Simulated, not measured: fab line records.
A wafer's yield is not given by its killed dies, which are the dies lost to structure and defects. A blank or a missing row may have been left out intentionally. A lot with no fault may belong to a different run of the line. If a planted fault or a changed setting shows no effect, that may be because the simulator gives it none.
Struck lot and sound lot, side by side | flow berkeleyCmos170 | 14 out of 331 route steps
Sound: the wafers L671.1, L671.5, L671.6. Struck: wafers L681.3, L681.4, L681.5. The cause comes at the end.
For every step that has rows: the tool of each side, followed by ch and its chambers, followed by its first start. Under that, the readings that differ: sound wafers | struck wafers | difference of the means | sigmas: that difference in standard deviations of wafers without a fault.
alike: a reading whose means differ by less than 2 such deviations, as well as words and numbers matching on both sides. not compared: withheld readings; readings where some wafer has no value; bounds like >300 that might hide an equal value; numbers whose values overlap and for which the record gives no deviation.
The two part at a step that has a row with sigmas, a row that says differs or no value, or rows on one side only. When numbers do not overlap yet have no deviation, they are printed without sigmas and do not part them. A reading missing from all wafers of one side parts the sides only when that side holds two or more wafers.

first, 1 step without rows for these wafers: UCB170_CONTACT_CLEAN_07 (cleans in SPM, time 600 s).
UCB170_CONTACT_RTA_08: time 10 s.
  sound on rtpAnneal-01 ch 0, day 8 17:05; struck on rtpAnneal-02 ch 0, day 10 20:15
reading          | sound             | struck            | difference | sigmas
lampPowerPct (%) | 28.35 28.35 28.32 | 28.91 28.98 28.93 | +0.60      | +2
wafer_temp_C_max | 908.3 907.4 905.0 | 902.8 905.0 903.9 | -3.0       | -2
then, 6 steps without rows for these wafers: UCB170_CONTACT_COAT_09; UCB170_CONTACT_COAT_10 (resist thk 900 nm); UCB170_CONTACT_SOFTBAKE_11 (time 60 s); UCB170_CONTACT_EXPOSE_12 (exposes mask CONT, target cd 700 nm); UCB170_CONTACT_PEB_13; UCB170_CONTACT_DEVELOP_14 (develop time 45 s).
UCB170_CONTACT_CD_MEAS_15 targets a cd of 700 nm.
  sound: cdSem-02 at day 8 18:19; struck: cdSem-02 at day 10 21:29
  alike: cdNm
UCB170_CONTACT_OVL_MEAS_16:
  sound: overlay-01 at day 8 18:26; struck: overlay-01 at day 10 21:34
  alike: CONTACT_OVL
UCB170_CONTACT_ETCH_17: etches BARC in N2/H2.
  sound on rieDiel-01 ch 1,2,3, day 8 18:28; struck on rieDiel-01 ch 1,3, day 10 21:35
  alike: chamberPressureMTorr, drypumpMotorCurrentA, oesProductAu, throttleValvePct
UCB170_CONTACT_ETCH_18: etches PSG in CHF3/CF4/Ar, stops on TiSi2, target depth 840 nm, time 195 s.
  sound: rieDiel-01 ch 1,2,3; struck: rieDiel-01 ch 1,3
  alike: cf4FlowSccm, chamberPressureMTorr, drypumpMotorCurrentA, oesProductAu, throttleValvePct
  not compared: rfHoursCounterH
UCB170_CONTACT_STRIP_19: strips in O2.
  sound on plasmaAsher-03 ch 0,1, day 8 18:38; struck on plasmaAsher-02 ch 0,1, day 10 21:47
  no value came back on the struck wafers for chamberPressureMTorr (mTorr), drypumpMotorCurrentA (A), oesProductAu (a.u.); on the sound wafers chamberPressureMTorr (mTorr) reads 3501 3501 3502
reading                                 | sound | struck            | difference | sigmas
model.KrF_of_CONTACT_COAT_10.thkNm (nm) | 0 0 0 | 699.6 696.6 685.4 | +693.9     | 
  not compared: rfHoursCounterH
UCB170_CONTACT_CD_MEAS_90 targets a cd of 700 nm.
  sound: cdSem-02 at day 8 18:44; struck: cdSem-01 at day 10 21:54
  alike: cdNm

== WHERE THEY PART ==
First at UCB170_CONTACT_RTA_08; last, within this record, at UCB170_CONTACT_STRIP_19. Later steps at which nothing parts them and some readings are alike: UCB170_CONTACT_CD_MEAS_90.

WHY: the cause the simulator had injected
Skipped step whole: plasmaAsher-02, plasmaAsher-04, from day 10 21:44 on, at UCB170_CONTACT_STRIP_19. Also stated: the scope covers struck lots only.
